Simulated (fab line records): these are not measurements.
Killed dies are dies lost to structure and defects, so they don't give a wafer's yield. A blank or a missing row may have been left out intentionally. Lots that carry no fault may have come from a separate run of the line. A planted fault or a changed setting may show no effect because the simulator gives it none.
Split-lot trial :: flow rit cmos :: on a route of 202 steps: 5 lots, 23 wafers read

SPLIT DETAILS
At RIT_NSD_IMPLANT_08, the setting energy kev was moved away from the recipe's 25 on 11 of the 23 wafers read, by -4.4% to +2.6%. For the rest of the wafers, this setting stayed at what the recipe calls for.

The reading is taken at the split's own step.

THE READING
In nm, at RIT_NSD_IMPLANT_08: implant.drp nm, which is the simulator's own figure and was read by no gauge. The file gives no usual value for it.

wafer: L075.1
tool, chamber at the split: implanter-01, 0
energy kev as run: 25
against the recipe: recipe
implant.drp nm, nm: 14.84
against lot-mates on the recipe: -

wafer: L075.3
tool, chamber at the split: implanter-01, 0
energy kev as run: 25
against the recipe: recipe
implant.drp nm, nm: 14.84
against lot-mates on the recipe: -

wafer: L075.5
tool, chamber at the split: implanter-01, 0
energy kev as run: 25
against the recipe: recipe
implant.drp nm, nm: 14.84
against lot-mates on the recipe: -

wafer: L075.2
tool, chamber at the split: implanter-01, 0
energy kev as run: 23.9
against the recipe: -4.4%
implant.drp nm, nm: 14.44
against lot-mates on the recipe: -0.40

wafer: L075.4
tool, chamber at the split: implanter-01, 0
energy kev as run: 23.9
against the recipe: -4.4%
implant.drp nm, nm: 14.44
against lot-mates on the recipe: -0.40

wafer: L076.1
tool, chamber at the split: implanter-01, 0
energy kev as run: 25
against the recipe: recipe
implant.drp nm, nm: 14.84
against lot-mates on the recipe: -

wafer: L076.6
tool, chamber at the split: implanter-01, 0
energy kev as run: 25
against the recipe: recipe
implant.drp nm, nm: 14.84
against lot-mates on the recipe: -

wafer: L076.2
tool, chamber at the split: implanter-01, 0
energy kev as run: 25.42
against the recipe: +1.7%
implant.drp nm, nm: 14.99
against lot-mates on the recipe: +0.15

wafer: L076.3
tool, chamber at the split: implanter-01, 0
energy kev as run: 25.42
against the recipe: +1.7%
implant.drp nm, nm: 14.99
against lot-mates on the recipe: +0.15

wafer: L076.5
tool, chamber at the split: implanter-01, 0
energy kev as run: 25.42
against the recipe: +1.7%
implant.drp nm, nm: 14.99
against lot-mates on the recipe: +0.15

wafer: L077.1
tool, chamber at the split: implanter-01, 0
energy kev as run: 25
against the recipe: recipe
implant.drp nm, nm: 14.84
against lot-mates on the recipe: -

wafer: L077.2
tool, chamber at the split: implanter-01, 0
energy kev as run: 25
against the recipe: recipe
implant.drp nm, nm: 14.84
against lot-mates on the recipe: -

wafer: L077.5
tool, chamber at the split: implanter-01, 0
energy kev as run: 25
against the recipe: recipe
implant.drp nm, nm: 14.84
against lot-mates on the recipe: -

wafer: L078.1
tool, chamber at the split: implanter-01, 0
energy kev as run: 25
against the recipe: recipe
implant.drp nm, nm: 14.84
against lot-mates on the recipe: -

wafer: L078.5
tool, chamber at the split: implanter-01, 0
energy kev as run: 25
against the recipe: recipe
implant.drp nm, nm: 14.84
against lot-mates on the recipe: -

wafer: L078.3
tool, chamber at the split: implanter-01, 0
energy kev as run: 25.64
against the recipe: +2.6%
implant.drp nm, nm: 15.07
against lot-mates on the recipe: +0.23

wafer: L078.4
tool, chamber at the split: implanter-01, 0
energy kev as run: 25.64
against the recipe: +2.6%
implant.drp nm, nm: 15.07
against lot-mates on the recipe: +0.23

wafer: L078.6
tool, chamber at the split: implanter-01, 0
energy kev as run: 25.64
against the recipe: +2.6%
implant.drp nm, nm: 15.07
against lot-mates on the recipe: +0.23

wafer: L082.1
tool, chamber at the split: implanter-01, 0
energy kev as run: 24.33
against the recipe: -2.7%
implant.drp nm, nm: 14.6
against lot-mates on the recipe: -0.24

wafer: L082.4
tool, chamber at the split: implanter-01, 0
energy kev as run: 24.33
against the recipe: -2.7%
implant.drp nm, nm: 14.6
against lot-mates on the recipe: -0.24

wafer: L082.6
tool, chamber at the split: implanter-01, 0
energy kev as run: 24.33
against the recipe: -2.7%
implant.drp nm, nm: 14.6
against lot-mates on the recipe: -0.24

wafer: L082.2
tool, chamber at the split: implanter-01, 0
energy kev as run: 25
against the recipe: recipe
implant.drp nm, nm: 14.84
against lot-mates on the recipe: -

wafer: L082.3
tool, chamber at the split: implanter-01, 0
energy kev as run: 25
against the recipe: recipe
implant.drp nm, nm: 14.84
against lot-mates on the recipe: -

THE FIT
A straight line over all 23 wafers: implant.drp nm changes by +0.0902 nm for each +1% of energy kev; r = +1.00; the points scatter about the line by 0.0013 nm.
The same after taking each lot's own level away (the mean of its wafers on the recipe; 23 wafers): +0.0902 nm for each +1%; r = +1.00; scatter 0.0013 nm.
That fit puts the effect of the largest move of energy kev on the reading at 0.4 nm.
The lots' own levels span 14.840 to 14.840 nm.
So the lot-to-lot level changes the slope little: the two slopes agree.
Check: for one of the wafers moved furthest among these (-4.4%), held out of the fit, the line's prediction against its lot-mates is -0.396 nm. It came out at -0.4 nm against them.

FURTHER SPLITS ON THESE WAFERS
Other splits were also applied to these wafers ahead of the reading. Each is held against what the fit with the lots' levels taken away leaves over:
other split on the same wafers: RIT_PLDD_COAT_01 spin rpm
wafers away from the commonest value: 5
r with implant.drp nm (lot level and that fit taken away): +0.16

FILE'S OWN FIT
implant.drp nm changes by +0.0899 nm for each +1% of energy kev, r = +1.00.
